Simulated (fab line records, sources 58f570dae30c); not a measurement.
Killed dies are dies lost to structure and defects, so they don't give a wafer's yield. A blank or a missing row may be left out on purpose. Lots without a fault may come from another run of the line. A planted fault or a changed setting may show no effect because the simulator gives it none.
Which tool did it? | flow berkeley_cmos170 | 7 lots, 21 wafers sampled, at 2 steps of a route of 331

WHAT THE GAUGES READ, wafer by wafer
UCB170_PFIELD_OVL_MEAS_06.
lot  | measured    | on         | PFIELD_OVL (nm)
L469 | day 5 05:56 | overlay-01 | -4 4 2
L470 | day 5 12:25 | overlay-01 | 0 -8 -2
L472 | day 6 19:59 | overlay-02 | -1 0 5
L478 | day 7 08:33 | overlay-02 | 3 7 -2
L480 | day 7 19:32 | overlay-02 | 184 182 182
L484 | day 8 19:50 | overlay-01 | 9 9 4
L488 | day 9 17:05 | overlay-01 | 4 3 5

WHICH TOOL RAN EACH LOT (tool, then ch and the chambers of the sampled wafers, then the start)
lot  | UCB170_PFIELD_EXPOSE_03
L469 | krf_scanner-02 ch 0, day 5 05:29
L470 | krf_scanner-01 ch 0, day 5 11:43
L472 | krf_scanner-01 ch 0, day 6 18:15
L478 | krf_scanner-01 ch 0, day 7 08:08
L480 | krf_scanner-02 ch 0, day 7 18:39
L484 | krf_scanner-01 ch 0, day 8 19:26
L488 | krf_scanner-01 ch 0, day 9 15:56
- UCB170_PFIELD_EXPOSE_03: exposes mask PFIELD, target cd 1500 nm.

THE ANSWER, worked out from the rows above alone
Rule: what is usual is taken from the lots themselves. Put in order of their means at a reading, lots are off if they are a third of the lots or fewer, leave a main group of 4 or more, and stand apart from it by a gap of 3 or more times the standard deviation of the main group's means; of several such gaps the widest counts. A main group whose means are all the same, to the digits that the tables above print for the reading, isn't used. A lot without any number at a reading at which 4 lots or more have one is off too. The other lots that the step has rows for count as sound.
Off: L480, at UCB170_PFIELD_OVL_MEAS_06 (PFIELD_OVL). The main group: mean 2 nm, standard deviation 3.3.
A tool fits if, at a process step before that reading, it ran every lot that is off, and no sound lot after the first of them. The gauges at UCB170_PFIELD_OVL_MEAS_06 are tried like those tools. Can't be told from this: 2 tools fit, krf_scanner-02 at UCB170_PFIELD_EXPOSE_03, overlay-02 at UCB170_PFIELD_OVL_MEAS_06.

WHAT THE SIMULATOR HAD PUT IN
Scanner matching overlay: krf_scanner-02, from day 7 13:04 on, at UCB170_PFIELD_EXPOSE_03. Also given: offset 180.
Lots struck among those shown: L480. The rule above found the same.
